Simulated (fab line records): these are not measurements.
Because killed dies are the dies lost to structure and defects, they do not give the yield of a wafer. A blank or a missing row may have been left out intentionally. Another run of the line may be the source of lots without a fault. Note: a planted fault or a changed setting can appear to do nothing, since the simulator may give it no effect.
Struck lot and sound lot, side by side || flow rit cmos || 18 steps out of a route of 202
Sound: the wafers L609.2, L609.3, L609.5. Wafers struck: L621.1, L621.2, L621.3. The cause is named last.
Each step with rows lists, per side, the tool, then ch with its chambers, then its first start. Under that, the readings that differ: sound wafers || struck wafers || difference of the means || sigmas: that difference in standard deviations of wafers without a fault.
alike: readings whose means differ by less than 2 such deviations, and words and numbers that are the same on both sides. not compared: withheld readings, readings that some wafer has no value for, bounds like >300 that may hide the same value, and numbers for which the record gives no deviation and whose values overlap.
Wherever a step has rows on one side only, a row that says differs or no value, or a row with sigmas, the two part there. When numbers do not overlap yet have no deviation, they are printed without sigmas and do not part them. A reading that every wafer of one side lacks parts them only if that side has two wafers or more.

first, 4 steps without rows for these wafers: RIT_PSD_SOFTBAKE_02 (time 60 s); RIT_PSD_EXPOSE_03 (exposes mask M10, target cd 40900 nm); RIT_PSD_PEB_04; RIT_PSD_DEVELOP_05 (develop time 50 s).
RIT_PSD_OVL_MEAS_06:
  sound on overlay-02 at day 3 02:35; struck on overlay-02 at day 5 19:03
  alike: PSD_OVL
then, 2 steps without rows for these wafers: RIT_PSD_HARDBAKE_07 (time 60 s); RIT_PSD_IMPLANT_08.
RIT_PSD_STRIP_09: strips in O2, time 180 s.
  sound on plasma asher-02 ch 0,1, day 3 02:55; struck on plasma asher-02 ch 0,1, day 5 19:23
  alike: drypump motor current A
  not compared: rf hours counter h
RIT_PSD_TW_MEAS_10:
  sound on film metro-02 at day 3 03:07; struck on film metro-03 at day 5 19:34
{"reading": "PSD_TW", "sound": "3480 3487 3474", "struck": "3365 3375 3367", "difference": -111, "sigmas": -2}
then, 3 steps without rows for these wafers: RIT_SDANNEAL_CLEAN_00 (cleans in SC1, time 600 s); RIT_SDANNEAL_CLEAN_01 (cleans in dHF, time 30 s); RIT_SDANNEAL_CLEAN_02 (cleans in SC2, time 600 s).
RIT_SDANNEAL_RTA_03: time 5 s.
  sound on rtp anneal-01 ch 0, day 3 03:37; struck on rtp anneal-01 ch 0, day 5 20:01
  alike: wafer_temp_C_max
RIT_SDANNEAL_RS_MEAS_04: a four-point-probe measurement.
  sound on film metro-04 at day 3 03:41; struck on film metro-02 at day 5 20:04
{"reading": "PSD_RS (ohm/sq)", "sound": "116.00 116.18 116.45", "struck": "127.87 127.96 127.93", "difference": "+11.71", "sigmas": "+42"}
RIT_SDANNEAL_RS_MEAS_05: a four-point-probe measurement.
  sound on film metro-04 at day 3 03:49; struck on film metro-02 at day 5 20:11
{"reading": "NSD_RS (ohm/sq)", "sound": "84.3 84.4 84.3", "struck": "85.5 85.4 85.4", "difference": "+1.1", "sigmas": "+3"}
RIT_SDANNEAL_RS_MEAS_06: a four-point-probe measurement.
  sound on film metro-04 at day 3 03:56; struck on film metro-02 at day 5 20:19
{"reading": "PLDD_RS (ohm/sq)", "sound": "179.0 178.9 179.3", "struck": "190.9 191.7 192.0", "difference": "+12.5", "sigmas": "+28"}
RIT_SDANNEAL_RS_MEAS_07: a four-point-probe measurement.
  sound on film metro-04 at day 3 04:03; struck on film metro-02 at day 5 20:26
  alike: NLDD_RS
RIT_M1_PROBE_99:
  sound on prober-02 at day 3 11:06; struck on prober-01 at day 6 03:33
{"reading": "model.etest.pmos turned.r on ohm um", "sound": "3521 3484 3477", "struck": "3998 4086 3978", "difference": "+527", "sigmas": ""}
{"reading": "model.etest.pmos_0p3.r on ohm um", "sound": "6441 6333 6339", "struck": "6708 6736 6773", "difference": "+368", "sigmas": ""}
{"reading": "model.etest.pmos_0p15.r on ohm um", "sound": "2834 2817 2815", "struck": "3144 3223 3149", "difference": "+350", "sigmas": ""}
{"reading": "model.etest.pmos turned.drive ua um", "sound": "183.7 186.8 186.4", "struck": "154 151.4 152.4", "difference": -33, "sigmas": ""}
{"reading": "model.etest.pmos_0p15.drive ua um", "sound": "244.6 247.3 250.1", "struck": "223.7 217.9 219.8", "difference": -26.9, "sigmas": ""}
{"reading": "model.etest.contact pplus.end ohm um", "sound": "43.88 41.9 42.76", "struck": "50.36 50.88 50.67", "difference": "+7.79", "sigmas": ""}
{"reading": "model.etest.pmos_0p3.drive ua um", "sound": "97.4 99.34 98.26", "struck": "93.09 93.38 91.36", "difference": -5.72, "sigmas": ""}
{"reading": "model.etest.pmos narrow.drive ua um", "sound": "94.98 98.11 97.19", "struck": "89.38 89.15 88.54", "difference": -7.74, "sigmas": ""}
  alike: killed at front end, killed dies, killed open, killed short

WHERE THEY PART
Last at RIT_SDANNEAL_RS_MEAS_06 as far as this record goes, first at RIT_PSD_TW_MEAS_10. Later steps at which nothing parts them and some readings are alike: RIT_SDANNEAL_RS_MEAS_07, RIT_M1_PROBE_99.

WHY: whatever the simulator had introduced
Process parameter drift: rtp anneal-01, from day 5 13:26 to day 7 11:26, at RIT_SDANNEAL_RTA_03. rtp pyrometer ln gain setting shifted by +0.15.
